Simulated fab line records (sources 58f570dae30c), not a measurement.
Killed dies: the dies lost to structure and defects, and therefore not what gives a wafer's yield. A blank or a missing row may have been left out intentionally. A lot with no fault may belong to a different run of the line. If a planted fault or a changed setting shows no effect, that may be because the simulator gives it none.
A lot that was struck, set against a sound lot :: flow berkeleyCmos170 :: 15 out of 331 route steps
Sound: the wafers L720.2, L720.3, L720.4. Struck: wafers L717.1, L717.4, L717.6. The cause is given at the end.
At each step with rows: each side's tool, then ch and its chambers, then its first start. Under that, the readings that differ: sound wafers :: struck wafers :: difference of the means :: sigmas: that difference in standard deviations of wafers without a fault.
alike: readings whose means differ by less than 2 such deviations, and words and numbers that are the same on both sides. not compared: withheld readings, readings that some wafer has no value for, bounds like >300 that may hide the same value, and numbers for which the record gives no deviation and whose values overlap.
The two part at a step that has a row with sigmas, a row that says differs or no value, or rows on one side only. When numbers do not overlap yet have no deviation, they are printed without sigmas and do not part them. A reading that every wafer of one side lacks parts them only if that side has two wafers or more.

first, 3 steps without rows for these wafers: UCB170_NSD_EXPOSE_03 (exposes mask NSELECT MOD, target cd 1200 nm); UCB170_NSD_PEB_04; UCB170_NSD_DEVELOP_05 (develop time 45 s).
UCB170_NSD_CD_MEAS_06 targets a cd of 1200 nm.
  sound on cdSem-02, day 10 07:31; struck on cdSem-02, day 9 11:43
  alike: cdNm
UCB170_NSD_OVL_MEAS_07:
  sound on overlay-02, day 10 07:37; struck on overlay-02, day 9 11:50
  alike: NSD_OVL
after that, 1 step had no rows for these wafers: UCB170_NSD_IMPLANT_08.
UCB170_NSD_STRIP_09: strips in O2.
  sound on plasmaAsher-01 ch 0,1, day 10 07:48; struck on plasmaAsher-01 ch 0,1, day 9 12:01
  alike: drypumpMotorCurrentA, oesProductAu, stripTimeToEndpointS
  not compared: rfHoursCounterH
UCB170_NSD_TW_MEAS_10:
  sound on filmMetro-01, day 10 07:55; struck on filmMetro-01, day 9 12:07
  alike: NSD_TW
then, 4 steps without rows for these wafers: UCB170_NSD_CLEAN_11 (cleans in SPM, time 600 s); UCB170_BACKSIDE_HMDS_00 (prime time 60 s); UCB170_BACKSIDE_COAT_01 (resist thk 900 nm); UCB170_BACKSIDE_SOFTBAKE_02 (time 60 s).
UCB170_BACKSIDE_STRIP_03: strips in O2.
  sound on plasmaAsher-03 ch 0,1, day 10 08:35; struck on plasmaAsher-02 ch 0,1, day 9 12:52
reading: oesProductAu (a.u.)
sound: 0.739 0.730 0.743
struck: 0.707 0.707 0.713
difference: -0.028
sigmas: -6

reading: stripTimeToEndpointS (s)
sound: 21.99 21.86 21.81
struck: 23.10 23.04 23.00
difference: +1.16
sigmas: +18
  alike: drypumpMotorCurrentA
  not compared: rfHoursCounterH
then, 1 step without rows for these wafers: UCB170_BACKSIDE_CLEAN_04 (cleans in SPM, time 600 s).
UCB170_M3_PROBE_99:
  the record has rows for the struck wafers here (prober-01, day 10 12:58) and none for the sound ones

== WHERE THEY PART ==
At UCB170_BACKSIDE_STRIP_03 first; at UCB170_M3_PROBE_99 last (within this record only).

WHY: what had been put in by the simulator
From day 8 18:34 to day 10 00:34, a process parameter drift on plasmaAsher-02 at UCB170_BACKSIDE_STRIP_03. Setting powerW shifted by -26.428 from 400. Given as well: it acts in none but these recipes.
